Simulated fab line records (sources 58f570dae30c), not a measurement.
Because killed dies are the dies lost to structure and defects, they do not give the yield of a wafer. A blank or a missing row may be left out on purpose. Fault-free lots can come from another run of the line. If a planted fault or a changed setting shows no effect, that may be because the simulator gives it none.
Lot-split experiment -- flow berkeleyCmos170 -- 23 wafers read from 5 lots, route of 331 steps

== SPLIT DETAILS ==
At UCB170_PWELL_IMPLANT_15, the setting doseCm2 was moved away from the recipe's 5e+12 on 7 of the 23 wafers read, by -7.4% to -3.1%. All remaining wafers had this setting at the recipe value.

== BETWEEN THE SPLIT AND THE READING: the file shows 1 step in between ==
- UCB170_PWELL_STRIP_16: strips in O2

== THE READING ==
PWELL_TW, at UCB170_PWELL_TW_MEAS_17. Fault-free wafers of this fab line usually give 381, standard deviation 3.3.

wafer,"tool, chamber at the split",doseCm2 as run,against the recipe,PWELL_TW,against lot-mates on the recipe
L076.2,"implanter-02, 0",5e+12,recipe,378,-
L076.3,"implanter-02, 0",5e+12,recipe,378,-
L076.4,"implanter-02, 0",5e+12,recipe,377,-
L081.1,"implanter-01, 0",5e+12,recipe,375,-
L081.2,"implanter-01, 0",5e+12,recipe,374,-
L081.3,"implanter-01, 0",5e+12,recipe,375,-
L081.5,"implanter-01, 0",4.846e+12,-3.1%,373,-2
L081.6,"implanter-01, 0",4.846e+12,-3.1%,371,-4
L082.1,"implanter-01, 0",4.628e+12,-7.4%,376,-8
L082.2,"implanter-01, 0",4.628e+12,-7.4%,375,-8
L082.3,"implanter-01, 0",5e+12,recipe,384,-
L082.4,"implanter-01, 0",5e+12,recipe,383,-
L082.5,"implanter-01, 0",4.628e+12,-7.4%,376,-8
L083.1,"implanter-02, 0",4.675e+12,-6.5%,377,-6
L083.2,"implanter-02, 0",4.675e+12,-6.5%,374,-9
L083.3,"implanter-02, 0",5e+12,recipe,382,-
L083.4,"implanter-02, 0",5e+12,recipe,383,-
L083.6,"implanter-02, 0",5e+12,recipe,383,-
L084.1,"implanter-01, 0",5e+12,recipe,381,-
L084.2,"implanter-01, 0",5e+12,recipe,381,-
L084.4,"implanter-01, 0",5e+12,recipe,384,-
L084.5,"implanter-01, 0",5e+12,recipe,383,-
L084.6,"implanter-01, 0",5e+12,recipe,383,-

FIT RESULTS
A straight line over all 23 wafers: PWELL_TW changes by +0.735 for each +1% of doseCm2; r = +0.54; the points scatter about the line by 3.5.
The same after taking each lot's own level away (the mean of its wafers on the recipe; 23 wafers): +1.06 for each +1%; r = +0.96; scatter 0.92.
That fit puts the effect of the largest move of doseCm2 on the reading at 7.9.
From 374.7 to 383.5: that is the span of the lots' own levels, equal to 2.7 times the standard deviation above.
So the lot-to-lot level blurs the effect unless lot-mates are compared.
Check: with one of the wafers moved furthest among these (-7.4%) left out of the fit, the line predicts -7.95 for it against its lot-mates. It came out at -7.5 against them.

== THE OTHER SPLITS THESE WAFERS WENT THROUGH ==
Note: prior to the reading, these wafers also went through further splits. Each is held against what the fit with the lots' levels taken away leaves over:
other split on the same wafers,wafers away from the commonest value,r with PWELL_TW (lot level and that fit taken away)
UCB170_NWELL_OXIDATION_01 oxTimeS,10,-0.09

== THE FILE'S OWN FIT ==
PWELL_TW changes by +1.03 for each +1% of doseCm2, r = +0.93.
